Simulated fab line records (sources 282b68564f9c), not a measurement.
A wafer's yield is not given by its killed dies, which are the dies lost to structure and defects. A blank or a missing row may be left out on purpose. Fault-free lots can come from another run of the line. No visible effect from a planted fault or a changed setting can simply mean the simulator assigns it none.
Comparing a struck lot with a sound one :: flow rit_cmos :: 44 out of 202 route steps
Sound: these wafers, L817.2, L817.3, L817.4. Wafers L826.1, L826.4, L826.5 were the ones struck. The cause is named last.
Order at every step that has rows: each side's tool, ch and its chambers, its first start. Under that, the readings that differ: sound wafers :: struck wafers :: difference of the means :: sigmas: that difference in standard deviations of wafers without a fault.
alike: readings whose means differ by less than 2 such deviations, and words and numbers that are the same on both sides. not compared: withheld readings, readings that some wafer has no value for, bounds like >300 that may hide the same value, and numbers for which the record gives no deviation and whose values overlap.
Wherever a step has rows on one side only, a row that says differs or no value, or a row with sigmas, the two part there. Non-overlapping numbers with no deviation appear without sigmas and do not part them. A reading missing from all wafers of one side parts the sides only when that side holds two or more wafers.

first, 3 steps without rows for these wafers: RIT_REOX_CLEAN_01 (cleans in dHF, time 30 s); RIT_REOX_CLEAN_02 (cleans in SC2, time 600 s); RIT_REOX_OXIDATION_03 (target thk 25.2 nm, ox time 5580 s).
RIT_REOX_THK_MEAS_04:
  sound: film_metro-04 at day 4 20:32; struck: film_metro-04 at day 7 01:38
  alike: REOX_OXIDE_THK
then, 6 steps without rows for these wafers: RIT_NLDD_HMDS_00 (prime time 60 s); RIT_NLDD_COAT_01 (resist thk 1000 nm); RIT_NLDD_SOFTBAKE_02 (time 60 s); RIT_NLDD_EXPOSE_03 (exposes mask M7, target cd 40700 nm); RIT_NLDD_PEB_04; RIT_NLDD_DEVELOP_05 (develop time 50 s).
RIT_NLDD_OVL_MEAS_06:
  sound: overlay-02 at day 4 21:34; struck: overlay-01 at day 7 02:41
  alike: NLDD_OVL
then, 1 step without rows for these wafers: RIT_NLDD_HARDBAKE_07 (time 60 s).
RIT_NLDD_IMPLANT_08:
  sound on implanter-03 ch 0, day 4 21:46; struck on implanter-03 ch 0, day 7 02:52
reading: beam_energy_keV
sound: 20.000 19.993 19.996
struck: 14.015 14.006 14.014
difference: -5.985
sigmas: -99 or more

reading: model.implant.rp_nm (nm)
sound: 27.98 27.98 27.98
struck: 22.79 22.79 22.79
difference: -5.19
sigmas: 

reading: model.implant.drp_nm (nm)
sound: 12.97 12.97 12.97
struck: 10.46 10.46 10.46
difference: -2.51
sigmas: 
RIT_NLDD_STRIP_09: strips in O2, time 180 s.
  sound on plasma_asher-02 ch 0,1, day 4 21:53; struck on plasma_asher-03 ch 0,1, day 7 03:01
  alike: drypump_motor_current_A
  not compared: rf_hours_counter_h
RIT_NLDD_TW_MEAS_10:
  sound: film_metro-01 at day 4 22:04; struck: film_metro-02 at day 7 03:11
reading: NLDD_TW
sound: 2479 2488 2476
struck: 2261 2270 2261
difference: -217
sigmas: -11
then, 6 steps without rows for these wafers: RIT_PLDD_HMDS_00 (prime time 60 s); RIT_PLDD_COAT_01 (resist thk 1000 nm); RIT_PLDD_SOFTBAKE_02 (time 60 s); RIT_PLDD_EXPOSE_03 (exposes mask M8, target cd 40900 nm); RIT_PLDD_PEB_04; RIT_PLDD_DEVELOP_05 (develop time 50 s).
RIT_PLDD_OVL_MEAS_06:
  sound: overlay-01 at day 4 22:59; struck: overlay-02 at day 7 04:06
reading: PLDD_OVL (nm)
sound: 2.1 -0.8 1.8
struck: -3.8 -3.8 -4.1
difference: -4.9
sigmas: -4
then, 2 steps without rows for these wafers: RIT_PLDD_HARDBAKE_07 (time 60 s); RIT_PLDD_IMPLANT_08.
RIT_PLDD_STRIP_09: strips in O2, time 180 s.
  sound on plasma_asher-03 ch 0,1, day 4 23:19; struck on plasma_asher-03 ch 0, day 7 04:26
  alike: drypump_motor_current_A
  not compared: rf_hours_counter_h
RIT_PLDD_TW_MEAS_10:
  sound: film_metro-01 at day 4 23:29; struck: film_metro-02 at day 7 04:37
  alike: PLDD_TW
then, 4 steps without rows for these wafers: RIT_SPACER_CLEAN_00 (cleans in SC1, time 600 s); RIT_SPACER_CLEAN_01 (cleans in dHF, time 29.54 s); RIT_SPACER_CLEAN_02 (cleans in SC2, time 600 s); RIT_SPACER_CVD_03 (deposits Si3N4 from SiH2Cl2/NH3, target thk 250 nm, time 3300 s).
RIT_SPACER_THK_MEAS_04:
  sound: film_metro-02 at day 5 05:14; struck: film_metro-03 at day 7 06:57
  alike: SPACER_NITRIDE_THK
RIT_SPACER_ETCHBACK_05: etches Si3N4 in SF6/CHF3, stops on SiO2, target depth 250 nm, time 240 s.
  sound on rie_diel-03 ch 1,2,3, day 5 05:17; struck on rie_diel-01 ch 0,1,2, day 7 07:01
  alike: drypump_motor_current_A, oes_product_au, throttle_valve_pct
  not compared: rf_hours_counter_h
then, 6 steps without rows for these wafers: RIT_NSD_HMDS_00 (prime time 60 s); RIT_NSD_COAT_01 (resist thk 1000 nm); RIT_NSD_SOFTBAKE_02 (time 60 s); RIT_NSD_EXPOSE_03 (exposes mask M9, target cd 40700 nm); RIT_NSD_PEB_04; RIT_NSD_DEVELOP_05 (develop time 50 s).
RIT_NSD_OVL_MEAS_06:
  sound: overlay-02 at day 5 06:25; struck: overlay-01 at day 7 08:08
  alike: NSD_OVL
then, 2 steps without rows for these wafers: RIT_NSD_HARDBAKE_07 (time 60 s); RIT_NSD_IMPLANT_08.
RIT_NSD_STRIP_09: strips in O2, time 180 s.
  sound on plasma_asher-02 ch 0,1, day 5 06:45; struck on plasma_asher-01 ch 0,1, day 7 08:28
  alike: drypump_motor_current_A
  not compared: rf_hours_counter_h
RIT_SDANNEAL_RS_MEAS_07: measures by four-point-probe.
  sound: film_metro-02 at day 5 09:13; struck: film_metro-03 at day 7 11:19
reading: NLDD_RS (ohm/sq)
sound: 153.3 153.1 153.2
struck: 156.9 157.5 156.9
difference: +3.9
sigmas: +7
following that, these wafers have no rows for 1 step: RIT_M1_PROBE_99.

## WHERE THEY PART
First at RIT_NLDD_IMPLANT_08; last, within this record, at RIT_SDANNEAL_RS_MEAS_07.

WHY: whatever the simulator had introduced
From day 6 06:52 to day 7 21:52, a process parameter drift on implanter-03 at RIT_NLDD_IMPLANT_08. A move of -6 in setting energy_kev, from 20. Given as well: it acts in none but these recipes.
